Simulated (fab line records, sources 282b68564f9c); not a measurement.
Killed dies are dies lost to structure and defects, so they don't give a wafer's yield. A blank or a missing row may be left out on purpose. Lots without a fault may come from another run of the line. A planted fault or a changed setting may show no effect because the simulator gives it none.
Split-lot experiment | flow rit_cmos | 5 lots, 23 wafers read, on a route of 202 steps

THE SPLIT
At RIT_NLDD_COAT_01 (resist thk 1000 nm), the setting spin_rpm was moved away from the recipe's 3250 rpm on 6 of the 23 wafers read, by -4.5% to +4.2%. The other wafers ran this setting at the recipe's value.

FROM THE SPLIT TO THE READING: what the file shows between them, 3 steps
- RIT_NLDD_SOFTBAKE_02: time 60 s
- RIT_NLDD_EXPOSE_03: exposes mask M7, target cd 40700 nm
- RIT_NLDD_DEVELOP_05: develop time 50 s

THE READING
NOVOLAK_of_NLDD_COAT_01.thk_nm (the simulator's own value, which no gauge read), in nm, at RIT_NLDD_HARDBAKE_07 (time 60 s). The file gives no usual value for it. The 17 wafers here that ran the recipe average 883.3 nm, standard deviation 2 nm.

wafer  | tool, chamber at the split | spin_rpm as run, rpm | against the recipe | NOVOLAK_of_NLDD_COAT_01.thk_nm, nm | against lot-mates on the recipe
L074.1 | litho_track-03, 0          | 3250                 | recipe             | 884.9                              | -
L074.2 | litho_track-03, 0          | 3250                 | recipe             | 883.6                              | -
L074.4 | litho_track-03, 0          | 3250                 | recipe             | 884.6                              | -
L074.5 | litho_track-03, 0          | 3250                 | recipe             | 885.4                              | -
L074.6 | litho_track-03, 0          | 3250                 | recipe             | 885.9                              | -
L079.1 | litho_track-03, 0          | 3385                 | +4.2%              | 863.8                              | -20.4
L079.2 | litho_track-03, 0          | 3250                 | recipe             | 883.2                              | -
L079.3 | litho_track-03, 0          | 3250                 | recipe             | 884                                | -
L079.4 | litho_track-03, 0          | 3250                 | recipe             | 885.5                              | -
L079.5 | litho_track-03, 0          | 3385                 | +4.2%              | 863.2                              | -21.0
L080.1 | litho_track-04, 0          | 3103                 | -4.5%              | 904.4                              | +24.5
L080.2 | litho_track-04, 0          | 3250                 | recipe             | 880.9                              | -
L080.3 | litho_track-04, 0          | 3250                 | recipe             | 878.3                              | -
L080.4 | litho_track-04, 0          | 3103                 | -4.5%              | 901.4                              | +21.5
L080.5 | litho_track-04, 0          | 3250                 | recipe             | 880.6                              | -
L084.1 | litho_track-01, 0          | 3180                 | -2.2%              | 894                                | +10.4
L084.2 | litho_track-01, 0          | 3250                 | recipe             | 883.5                              | -
L084.3 | litho_track-01, 0          | 3250                 | recipe             | 885.6                              | -
L084.4 | litho_track-01, 0          | 3250                 | recipe             | 881.7                              | -
L084.5 | litho_track-01, 0          | 3180                 | -2.2%              | 891.6                              | +8.0
L085.3 | litho_track-04, 0          | 3250                 | recipe             | 884.3                              | -
L085.5 | litho_track-04, 0          | 3250                 | recipe             | 882.6                              | -
L085.6 | litho_track-04, 0          | 3250                 | recipe             | 881.9                              | -

THE FIT
A straight line over all 23 wafers: NOVOLAK_of_NLDD_COAT_01.thk_nm changes by -4.53 nm for each +1% of spin_rpm; r = -0.98; the points scatter about the line by 2 nm.
The same after taking each lot's own level away (the mean of its wafers on the recipe; 23 wafers): -4.96 nm for each +1%; r = -0.99; scatter 1.3 nm.
On that fit, the largest move of spin_rpm shifts the reading by 22 nm.
The lots' own levels span 879.93 to 884.88 nm, that is 2.4 times the standard deviation above.
So the lot-to-lot level changes the slope little: the two slopes agree.
Check: with one of the wafers moved furthest among these (-4.5%) left out of the fit, the line predicts +21.6 nm for it against its lot-mates. It came out at +24.5 nm against them.

OTHER SPLITS ON THESE WAFERS
These wafers also went through other splits before the reading. Each is held against what the fit with the lots' levels taken away leaves over:
other split on the same wafers | wafers away from the commonest value | r with NOVOLAK_of_NLDD_COAT_01.thk_nm (lot level and that fit taken away)
RIT_GATE_ETCH_19 rf_w          | 11                                   | +0.25

THE WHOLE CHAIN: every reading that the file lists as answering this split, in the file's order
step                 | what it does       | reading                                                                         | change (the file's fit)              | r (the file's)
RIT_NLDD_COAT_01     | resist thk 1000 nm | NOVOLAK_of_NLDD_COAT_01.thk_nm (the simulator's own value, which no gauge read) | -5.65 nm for each +1% of the setting | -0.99
RIT_NLDD_HARDBAKE_07 | time 60 s          | NOVOLAK_of_NLDD_COAT_01.thk_nm (the simulator's own value, which no gauge read) | -4.95 nm for each +1% of the setting | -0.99

THE FILE'S OWN FIT
NOVOLAK_of_NLDD_COAT_01.thk_nm changes by -4.95 nm for each +1% of spin_rpm, r = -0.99.
